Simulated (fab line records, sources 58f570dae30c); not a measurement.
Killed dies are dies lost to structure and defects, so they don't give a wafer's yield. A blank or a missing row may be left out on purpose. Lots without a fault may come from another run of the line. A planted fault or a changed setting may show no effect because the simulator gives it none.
One fault seen from 2 desks | flow berkeley_cmos170 | each desk has only its own numbers; what lay behind them comes last

THE TOOL OWNER'S DESK: rie_diel-01
The tool's own readings at UCB170_SPACER_ETCHBACK_03 (etches SiO2 in CHF3/CF4/Ar, stops on Si, target depth 376 nm, time 100 s): means of the sampled wafers that have a number, for each lot that ran on this tool. A lot is out of limits, marked OUT, if its mean lies more than 4 standard deviations from the usual mean; the brackets give that distance.
Columns: A = drypump_motor_current_A at UCB170_SPACER_ETCHBACK_03, usual 5.7 A; B = oes_product_au at UCB170_SPACER_ETCHBACK_03, usual 0.878 a.u.; C = rf_fwd_power_W at UCB170_SPACER_ETCHBACK_03, usual 496.9 W; D = throttle_valve_pct at UCB170_SPACER_ETCHBACK_03, usual 6.49 %
lot  | first seen here | A   | B     | C     | D
L630 | day 8 16:06     | 5.9 | 0.868 | 497.5 | 6.53
L634 | day 9 00:31     | 5.5 | 0.878 | 496.9 | 6.47
L644 | day 11 10:22    | 5.1 | 0.861 | 497.4 | 6.47
This desk's finding: nothing out of limits on any of the 3 lots.

THE METROLOGY DESK
What the gauges read, lot by lot, whatever tool the lot ran on: means of the sampled wafers that have a number. A lot is out of limits, marked OUT, if its mean lies more than 4 standard deviations from the usual mean; the brackets give that distance.
Columns: A = cd_nm at UCB170_NLDD_CD_MEAS_06, usual 1199.6 nm; B = NLDD_OVL at UCB170_NLDD_OVL_MEAS_07, usual -1 nm; C = NLDD_TW at UCB170_NLDD_TW_MEAS_11, usual 2218; D = SPACER_TEOS_THK at UCB170_SPACER_THK_MEAS_01, usual 361 nm
lot  | first seen here | A      | B  | C    | D
L630 | day 8 08:47     | 1202.2 | 7  | 2200 | 356
L634 | day 8 16:45     | 1199.7 | -3 | 2224 | 365
L644 | day 11 04:08    | 1199.3 | -7 | 2201 | 369
L646 | day 11 04:44    | 1197.6 | -5 | 2234 | 359
L648 | day 11 10:55    | 1198.3 | -4 | 2223 | 360
This desk's finding: nothing out of limits on any of the 5 lots.

PUT TOGETHER
The tool owner's desk saw nothing out of limits.
The metrology desk saw nothing out of limits.

WHAT THE SIMULATOR HAD PUT IN
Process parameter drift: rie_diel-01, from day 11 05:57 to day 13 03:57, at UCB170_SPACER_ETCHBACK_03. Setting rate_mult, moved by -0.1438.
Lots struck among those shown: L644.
